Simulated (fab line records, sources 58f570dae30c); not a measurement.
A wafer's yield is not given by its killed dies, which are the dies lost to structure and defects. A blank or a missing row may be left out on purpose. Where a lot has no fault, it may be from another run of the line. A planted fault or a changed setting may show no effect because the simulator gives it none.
A lot that was struck, set against a sound lot    flow berkeley cmos170    16 out of 331 route steps
Sound: these wafers, L890.1, L890.3, L890.5. Struck: wafers L903.3, L903.4, L903.6. At the end, the cause is stated.
Order at every step that has rows: each side's tool, ch and its chambers, its first start. Under that, the readings that differ: sound wafers    struck wafers    difference of the means    sigmas: that difference in standard deviations of wafers without a fault.
alike: readings with means less than 2 such deviations apart, plus words and numbers identical on both sides. not compared: withheld readings, readings lacking a value on some wafer, bounds such as >300 that could conceal the same value, and numbers that have no deviation in the record and whose values overlap.
Wherever a step has rows on one side only, a row that says differs or no value, or a row with sigmas, the two part there. Numbers that don't overlap but have no deviation are shown without sigmas and don't part them. A reading missing from all wafers of one side parts the sides only when that side holds two or more wafers.

UCB170_M1_SPUTTER_00: material Al, target thk 600 nm, time 80 s.
  sound: pvd sputter-02 at day 7 02:00; struck: pvd sputter-04 at day 9 20:57
  alike: throttle valve pct
UCB170_M1_RS_MEAS_01: measurement is done with a four-point probe.
  sound: film metro-01 at day 7 02:04; struck: film metro-03 at day 9 21:04
  alike: M1_AL_RS
UCB170_M1_THK_MEAS_02: measures by xrf.
  sound: film metro-01 at day 7 02:11; struck: film metro-03 at day 9 21:10
  alike: M1_AL_THK
then, 6 steps without rows for these wafers: UCB170_M1_COAT_03; UCB170_M1_COAT_04 (resist thk 900 nm); UCB170_M1_SOFTBAKE_05 (time 60 s); UCB170_M1_EXPOSE_06 (exposes mask METAL1, target cd 700 nm); UCB170_M1_PEB_07; UCB170_M1_DEVELOP_08 (develop time 45 s).
UCB170_M1_CD_MEAS_09: target cd 700 nm.
  sound: cd sem-02 at day 7 03:18; struck: cd sem-02 at day 9 22:25
  alike: cd nm
UCB170_M1_OVL_MEAS_10:
  sound: overlay-02 at day 7 03:25; struck: overlay-02 at day 9 22:31
reading      sound     struck  difference  sigmas
M1_OVL (nm)  -7 -6 -4  9 1 4   +10         +2
UCB170_M1_ETCH_11: etches BARC in N2/H2.
  sound on rie diel-02 ch 0,3, day 7 03:28; struck on rie diel-03 ch 0,2,3, day 9 22:32
  alike: drypump motor current A, oes product au, throttle valve pct
UCB170_M1_METAL_ETCH_12: etches Al in Cl2/BCl3, stops on PSG, target depth 780 nm, time 130 s.
  sound on rie metal-01 ch 0,1, day 7 03:30; struck on rie metal-01 ch 0,1, day 9 22:37
reading                              sound              struck             difference  sigmas
oes product au (a.u.)                0.846 0.858 0.858  0.747 0.757 0.753  -0.102      -8
model.KrF_of_M1_COAT_04.thk nm (nm)  424.6 435.7 426.7  620.9 612.8 618.7  +188.5      
model.M1.feature depth nm (nm)       631.7 629.7 634    463 471.7 463.4    -166        
model.etch.depth nm (nm)             593.5 591.8 595.8  463 471.7 463.4    -128        
  alike: drypump motor current A, throttle valve pct
  not compared: rf hours counter h
UCB170_M1_STRIP_13: strips in O2.
  sound on plasma asher-04 ch 0, day 7 03:38; struck on plasma asher-03 ch 0,1, day 9 22:44
  alike: drypump motor current A, oes product au
  not compared: rf hours counter h
UCB170_M1_CD_MEAS_90: target cd 700 nm.
  sound: cd sem-02 at day 7 03:44; struck: cd sem-01 at day 9 22:51
reading     sound              struck             difference  sigmas
cd nm (nm)  698.0 699.4 695.9  712.8 713.0 713.0  +15.2       +6
then, 1 step without rows for these wafers: UCB170_M1_ANNEAL_14 (time 1200 s).

WHERE THEY PART
Earliest at UCB170_M1_OVL_MEAS_10; latest, in this record, at UCB170_M1_CD_MEAS_90.

WHY: the cause the simulator had injected
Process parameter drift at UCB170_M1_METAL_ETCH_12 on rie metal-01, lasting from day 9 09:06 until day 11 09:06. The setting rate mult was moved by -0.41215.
